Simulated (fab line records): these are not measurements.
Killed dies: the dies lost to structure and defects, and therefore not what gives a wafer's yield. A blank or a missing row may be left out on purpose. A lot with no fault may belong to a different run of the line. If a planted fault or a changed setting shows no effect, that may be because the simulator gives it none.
fab line records | flow berkeley_cmos170
record: lots: 14 wafers: 42 last_day: 12
route steps=331 shown WELLDRIVE@56 PFIELD@87 NLDD@165 M2@278
lots with no fault: from the same line, run without faults
start_h: hours from the record's first day to the start of the lot's first wafer shown | wait_h: time in hours since the lot's previous step | " same as the row above | L1.1+2: several wafers, shown together as one row | - value missing, or start not given | * or withheld: withheld | < > ~ a bound
route shown NAME@n: a module of which the file shows steps, and the number in the route of the first | usual: mean/standard deviation taken from wafers without a fault | same: alike in all rows | chamber/n: place in a boat | sites: per-site readings | _std_site: how widely they spread, as a standard deviation | _edge_site: inner sites' mean taken away from outer sites' mean | radius_mm: how far each site lies from the wafer's centre | mask NAME#n: copy n | behind: the tool/chamber that last shaped the wafer | hold: cause of the lot's hold/its duration in hours/its outcome | device: the transistor (n, p or np) that didn't switch | end of line: the same wafers' tests at the end of the route | a step with no rows: only its recipe | killed: dies lost to structure and defects at the first sort, not the wafer's yield | map: a wafer's dies, marking killed ones x, the rest . and places with no die _
set.NAME: the run value of the setting; set.NAME@STEP: its run value at that earlier step | model.NAME: the simulator's own value behind a step, which no gauge read
the route's steps for a sample of lots (tables are steps, rows are wafers)
services: when a tool's chamber went out of use (start_h, in hours from the record's first day, below 0 if earlier), for how many hours, and the reason
== steps ==
step: UCB170_WELLDRIVE_OXIDATION_01
recipe: temp_c: 1100 ambient: O2 target_thk_a: 1990 ox_time_s: 9000
usual: spike_tc_centre_C: 1103.0/1.2 spike_tc_load_C: 1125.1/2.9 spike_tc_source_C: 1126/3.6 tube_center_temp_C: 1100/0.11 tube_center_temp_C_max: 1102.8/0.45 zone_power_centre_pct: 51/3.4
columns lot.wafer tool chamber start_h wait_h spike_tc_centre_C spike_tc_load_C spike_tc_source_C tube_center_temp_C tube_center_temp_C_max zone_power_centre_pct
L991.3 furnace-01 0 59.01 4.6 1100.6 1126.6 1123 1100 1102.7 52
L991.4 " 0 " " 1101.4 1128.8 1122 1100 1103.5 50
L991.5 " 0 " " 1104.7 1127.5 1122 1099.7 1103.1 51
L992.2 furnace-01 0 59.01 1.2 1104.2 1127.9 1123 1100 1102.4 52
L992.5 " 0 " " 1102.1 1128.7 1123 1100.1 1102.9 52
L992.6 " 0 " " 1102.8 1128.4 1122 1100.1 1102.2 52
L993.3 furnace-04 0 67.97 2.2 1102.9 1121.5 1128 1100.1 1103.3 48
L993.5 " 0 " " 1101.7 1120.9 1128 1100.2 1102.8 48
L993.6 " 0 " " 1104.6 1120.6 1128 1099.9 1103.1 48
L994.1 furnace-04 0 67.97 2.4 1104.3 1121.8 1127 1100 1102.7 48
L994.2 " 0 " " 1102.1 1120.9 1128 1100 1103.3 48
L994.4 " 0 " " 1103.0 1121.7 1130 1100.1 1102.5 48
L995.1 furnace-04 0 77.14 1.5 1083.5 1100.7 1110 1080.1 1083.0 48
L995.2 " 0 " " 1084.2 1099.4 1108 1080.1 1082.3 47
L995.5 " 0 " " 1084.1 1103.1 1106 1080.1 1082.6 47
L996.1 furnace-04 0 77.14 1.9 1082.6 1100.5 1108 1079.9 1083.1 48
L996.3 " 0 " " 1083.5 1102.0 1108 1080.1 1082.4 47
L996.4 " 0 " " 1082.2 1103.1 1108 1080 1082.9 47
L997.2 furnace-03 0 83.17 3.7 1101.2 1126.7 1129 1100.1 1103.4 59
L997.4 " 0 " " 1102.0 1125.4 1130 1099.9 1102.6 57
L997.5 " 0 " " 1103.0 1126.4 1130 1100 1103.1 58
L101.1 furnace-01 0 115.97 1.3 1103.2 1126.4 1122 1099.8 1102.2 51
L101.3 " 0 " " 1102.3 1128.6 1123 1100.1 1103.0 52
L101.5 " 0 " " 1102.5 1127.5 1122 1100 1102.9 52
L105.1 furnace-01 0 139.11 4.3 1101.6 1125.9 1123 1100 1101.9 51
L105.3 " 0 " " 1100.7 1128.9 1122 1099.9 1103.0 52
L105.4 " 0 " " 1101.6 1128.6 1123 1100 1102.4 52
L110.1 furnace-01 0 154.41 3.6 1102.1 1127.2 1123 1100 1102.6 52
L110.2 " 0 " " 1104.7 1127.8 1120 1099.9 1102.4 51
L110.3 " 0 " " 1103.1 1127.3 1122 1100.1 1103.4 52
L111.3 furnace-04 0 161.49 3.3 1103.6 1120.2 1130 1100 1102.4 48
L111.5 " 0 " " 1101.1 1121.2 1128 1100 1102.6 47
L111.6 " 0 " " 1105.2 1119.7 1130 1099.9 1102.6 48
L112.2 furnace-01 0 170.78 3.2 1102.0 1127.4 1122 1100.1 1103.5 51
L112.3 " 0 " " 1102.6 1126.7 1121 1100.1 1103.3 52
L112.4 " 0 " " 1102.7 1127.5 1121 1100 1102.4 51
L113.1 furnace-01 0 170.78 3.4 1104.0 1127.7 1121 1100.1 1102.6 50
L113.3 " 0 " " 1103.2 1129.3 1123 1100.1 1102.5 51
L113.4 " 0 " " 1102.1 1127.2 1122 1099.9 1102.8 51
L114.1 furnace-01 0 178.53 3.2 1103.9 1128.5 1122 1100.1 1102.9 51
L114.3 " 0 " " 1103.0 1128.1 1122 1100 1102.7 52
L114.6 " 0 " " 1102.8 1128.6 1122 1100 1102.5 52
step: UCB170_WELLDRIVE_THK_MEAS_02
recipe: reads: SiO2_of_WELLDRIVE_OXIDATION_01
usual: WELLDRIVE_OXIDE_THK: 199/3.8
columns lot.wafer tool chamber start_h wait_h WELLDRIVE_OXIDE_THK[nm]
L992.2 film_metro-01 - 62.52 0.0 196
L992.5 " - " " 196
L992.6 " - " " 199
L991.3 film_metro-02 - 62.53 0.0 202
L991.4 " - " " 203
L991.5 " - " " 205
L994.1 film_metro-01 - 71.47 0.0 204
L994.2 " - " " 203
L994.4 " - " " 205
L993.3 film_metro-04 - 71.49 0.0 205
L993.5 " - " " 205
L993.6 " - " " 206
L995.1 film_metro-01 - 80.64 0.0 175
L995.2 " - " " 171
L995.5 " - " " 177
L996.1 film_metro-04 - 80.64 0.0 178
L996.3 " - " " 177
L996.4 " - " " 182
L997.2 film_metro-04 - 86.68 0.0 198
L997.4 " - " " 197
L997.5 " - " " 196
L101.1 film_metro-02 - 119.47 0.0 197
L101.3 " - " " 198
L101.5 " - " " 200
L105.1 film_metro-01 - 142.61 0.0 201
L105.3 " - " " 199
L105.4 " - " " 201
L110.1 film_metro-01 - 157.91 0.0 201
L110.2 " - " " 197
L110.3 " - " " 201
L111.3 film_metro-04 - 165.01 0.0 195
L111.5 " - " " 196
L111.6 " - " " 197
L113.1 film_metro-02 - 174.28 0.0 202
L113.3 " - " " 203
L113.4 " - " " 202
L112.2 film_metro-04 - 174.29 0.0 196
L112.3 " - " " 197
L112.4 " - " " 198
L114.1 film_metro-01 - 182.03 0.0 195
L114.3 " - " " 200
L114.6 " - " " 198
step: UCB170_PFIELD_STRIP_08
recipe: chemistry: O2 power_w: 400 pressure_mtorr: 3500 platen_temp_c: withheld o2_flow_sccm: 400 overash_fraction: 0.5
usual: drypump_motor_current_A: 5.9/0.38 oes_product_au: 0.735/0.0046 strip_time_to_endpoint_s: 21.63/0.053
columns lot.wafer tool chamber start_h wait_h drypump_motor_current_A oes_product_au rf_hours_counter_h strip_time_to_endpoint_s
L992.2 plasma_asher-02 0 81.62 0.1 5.8 0.734 27 21.56
L992.5 " 0 " " 5.8 0.728 - 21.53
L992.6 " 1 " " 5.5 0.737 - 21.61
L991.3 plasma_asher-04 0 81.69 0.1 5.3 0.730 - 21.57
L991.4 " 1 " " 6.5 0.736 - 21.61
L991.5 " 1 " " 6.4 0.735 - 21.59
L994.1 plasma_asher-02 1 90.28 0.1 5.4 0.740 28 21.58
L994.2 " 0 " " 5.8 0.739 28 21.67
L994.4 " 0 " " 5.8 0.726 - 21.61
L993.3 plasma_asher-01 1 90.92 0.1 6.3 0.733 - 21.74
L993.5 " 1 " " 6.3 0.733 - 21.66
L993.6 " 0 " " 6.2 0.739 - 21.67
L996.1 plasma_asher-02 0 105.32 0.1 5.8 0.735 30 21.56
L996.3 " 1 " " 5.4 0.734 - 21.66
L996.4 " 0 " " 5.8 0.728 - 21.62
L995.1 plasma_asher-01 1 105.53 0.1 6.3 0.745 41 21.63
L995.2 " 0 " " 6.2 0.742 41 21.63
L995.5 " 0 " " 6.1 0.732 - 21.62
L997.2 plasma_asher-04 0 111.98 0.1 5.3 0.735 42 21.63
L997.4 " 0 " " 5.3 0.739 - 21.65
L997.5 " 0 " " 5.3 0.736 - 21.62
L101.1 plasma_asher-02 0 139.05 0.1 5.8 0.740 33 21.69
L101.3 " 1 " " 5.4 0.726 - 21.67
L101.5 " 1 " " 5.4 0.734 - 21.65
L105.1 plasma_asher-04 0 164.54 0.1 5.3 0.729 48 21.55
L105.3 " 0 " " 5.3 0.735 - 21.58
L105.4 " 1 " " 6.4 0.731 - 21.64
L110.1 plasma_asher-01 1 180.33 0.1 6.3 0.736 49 21.60
L110.2 " 0 " " 6.1 0.732 49 21.54
L110.3 " 1 " " 6.3 0.730 - 21.56
L111.3 plasma_asher-01 1 187.42 0.1 6.3 0.733 - 21.59
L111.5 " 0 " " 6.1 0.731 - 21.60
L111.6 " 1 " " 6.3 0.731 - 21.60
L113.1 plasma_asher-01 1 194.16 0.1 6.3 0.738 50 21.62
L113.3 " 0 " " 6.1 0.735 - 21.61
L113.4 " 1 " " 6.3 0.739 - 21.55
L112.2 plasma_asher-02 1 194.26 0.1 5.5 0.727 38 21.61
L112.3 " 0 " " 5.8 0.732 - 21.71
L112.4 " 1 " " 5.4 0.734 - 21.60
L114.1 plasma_asher-04 1 207.64 0.1 6.5 0.743 53 21.73
L114.3 " 0 " " 5.3 0.735 - 21.64
L114.6 " 1 " " 6.4 0.727 - 21.62
step: UCB170_NLDD_OVL_MEAS_07
usual: NLDD_OVL: -4/4.6
columns lot.wafer tool chamber start_h wait_h NLDD_OVL[nm]
L992.2 overlay-02 - 131.85 0.1 -8
L992.5 " - " " 0
L992.6 " - " " -11
L991.3 overlay-01 - 132.25 0.1 -7
L991.4 " - " " -10
L991.5 " - " " -3
L994.1 overlay-02 - 140.01 0.1 5
L994.2 " - " " 4
L994.4 " - " " 4
L993.3 overlay-02 - 140.29 0.1 -5
L993.5 " - " " -2
L993.6 " - " " 2
L996.1 overlay-01 - 153.72 0.1 -4
L996.3 " - " " -3
L996.4 " - " " 2
L995.1 overlay-01 - 154.40 0.1 -4
L995.2 " - " " 0
L995.5 " - " " -4
L997.2 overlay-02 - 163.23 0.1 2
L997.4 " - " " -2
L997.5 " - " " -3
L101.1 overlay-01 - 196.82 0.1 10
L101.3 " - " " 4
L101.5 " - " " -2
L105.1 overlay-01 - 217.99 0.1 1
L105.3 " - " " -1
L105.4 " - " " -3
L110.1 overlay-02 - 238.12 0.1 -11
L110.2 " - " " -3
L110.3 " - " " -1
L111.3 overlay-01 - 238.44 0.1 -3
L111.5 " - " " -7
L111.6 " - " " -5
L113.1 overlay-02 - 242.44 0.1 -11
L113.3 " - " " -2
L113.4 " - " " -8
L112.2 overlay-01 - 248.01 0.1 0
L112.3 " - " " 5
L112.4 " - " " 8
L114.1 overlay-01 - 256.23 0.1 -11
L114.3 " - " " -11
L114.6 " - " " -6
step: UCB170_M2_STRIP_07
recipe: chemistry: O2 power_w: 400 pressure_mtorr: 3500 platen_temp_c: withheld o2_flow_sccm: 400 overash_fraction: 0.5
usual: drypump_motor_current_A: 5.9/0.43 oes_product_au: 0.734/0.0047 strip_time_to_endpoint_s: 22.00/0.061
columns lot.wafer tool chamber start_h wait_h drypump_motor_current_A oes_product_au rf_hours_counter_h strip_time_to_endpoint_s
L992.2 plasma_asher-04 0 161.74 0.1 5.3 0.743 48 21.89
L992.5 " 1 " " 6.5 0.750 - 21.85
L992.6 " 0 " " 5.3 0.736 - 21.81
L991.3 plasma_asher-02 1 162.23 0.1 5.4 0.734 - 21.93
L991.4 " 0 " " 5.8 0.736 - 21.86
L991.5 " 0 " " 5.8 0.735 - 21.94
L994.1 plasma_asher-04 1 166.65 0.1 6.4 0.734 49 21.98
L994.2 " 0 " " 5.3 0.731 49 21.92
L994.4 " 1 " " 6.4 0.736 - 21.96
L993.3 plasma_asher-01 0 166.92 0.1 6.1 0.734 - 21.95
L993.5 " 1 " " 6.3 0.736 - 21.97
L993.6 " 0 " " 6.1 0.733 - 21.97
L995.1 plasma_asher-02 1 188.81 0.1 5.4 0.738 37 21.94
L995.2 " 0 " " 5.8 0.734 37 21.95
L995.5 " 1 " " 5.4 0.736 - 22.02
L996.1 plasma_asher-04 1 189.10 0.1 6.4 0.734 51 22.02
L996.3 " 0 " " 5.3 0.725 - 22.05
L996.4 " 1 " " 6.5 0.736 - 22.02
L997.2 plasma_asher-01 1 190.73 0.1 6.3 0.733 50 22.08
L997.4 " 1 " " 6.3 0.737 - 22.03
L997.5 " 1 " " 6.3 0.734 - 21.96
L101.1 plasma_asher-01 1 223.13 0.1 6.3 0.726 53 22.13
L101.3 " 0 " " 6.1 0.727 - 22.09
L101.5 " 1 " " 6.3 0.724 - 22.12
L105.1 plasma_asher-02 1 247.89 0.1 5.4 0.725 44 22.01
L105.3 " 1 " " 5.4 0.732 - 21.95
L105.4 " 0 " " 5.8 0.740 - 21.97
L110.1 plasma_asher-01 1 263.64 0.1 6.3 0.727 58 22.09
L110.2 " 0 " " 6.1 0.729 58 22.03
L110.3 " 0 " " 6.1 0.745 - 22.16
L111.3 plasma_asher-02 1 264.37 0.1 5.5 0.737 - 22.00
L111.5 " 0 " " 5.8 0.736 - 22.00
L111.6 " 1 " " 5.5 0.735 - 21.99
L113.1 plasma_asher-04 0 268.08 0.1 5.3 0.736 60 22.03
L113.3 " 1 " " 6.4 0.730 - 22.02
L113.4 " 0 " " 5.3 0.732 - 22.04
L112.2 plasma_asher-01 0 276.77 0.1 6.2 0.735 60 22.05
L112.3 " 0 " " 6.2 0.740 - 22.08
L112.4 " 1 " " 6.3 0.739 - 22.02
L114.1 plasma_asher-01 1 288.02 0.1 6.3 0.734 60 22.04
L114.3 " 1 " " 6.3 0.733 - 22.04
L114.6 " 0 " " 6.2 0.734 - 22.05
== services ==
columns tool chamber start_h hours kind
furnace-04 - 54.24 5.0 pm
plasma_asher-04 - 55.00 4.0 repair
plasma_asher-04 - 66.64 2.8 pm
plasma_asher-02 - 67.20 1.6 repair
furnace-01 - 69.94 18.8 repair
plasma_asher-04 - 95.93 6.5 repair
plasma_asher-02 - 113.90 3.8 repair
furnace-03 - 164.82 3.3 pm
furnace-04 - 221.80 3.3 pm
plasma_asher-02 - 234.05 2.1 repair
furnace-04 - 263.26 5.7 pm
== key ==
first_sign: step: UCB170_WELLDRIVE_OXIDATION_01 reading: tube_center_temp_C direction: down sigmas: 99+ usual: * struck: *
effect: step: UCB170_WELLDRIVE_OXIDATION_01 reading: tube_center_temp_C_max direction: down sigmas: 45 usual: * struck: *
effect: step: UCB170_WELLDRIVE_THK_MEAS_02 reading: WELLDRIVE_OXIDE_THK direction: down sigmas: 5.9 usual: 199 struck: 177
met_at UCB170_WELLDRIVE_OXIDATION_01
struck_lots L995,L996
tester_left_out L995,L996
not_acting_at UCB170_PFIELD_STRIP_08,UCB170_NLDD_OVL_MEAS_07,UCB170_M2_STRIP_07
onset_between 67.97 77.14
fault: kind: process_parameter_drift tool: furnace-04 chamber: - onset_h: 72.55 steps: UCB170_WELLDRIVE_OXIDATION_01 channel: temp_c offset: * shape: step end_h: 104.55 acts_in: * stated: *
tester_left_out: of these lots the tester's yield and bins aren't shown, on N5 and GAA mostly nor the transistor test; their killed dies are dies lost to structure and defects alone, not to doping, threshold or leakage, so they don't give the yield
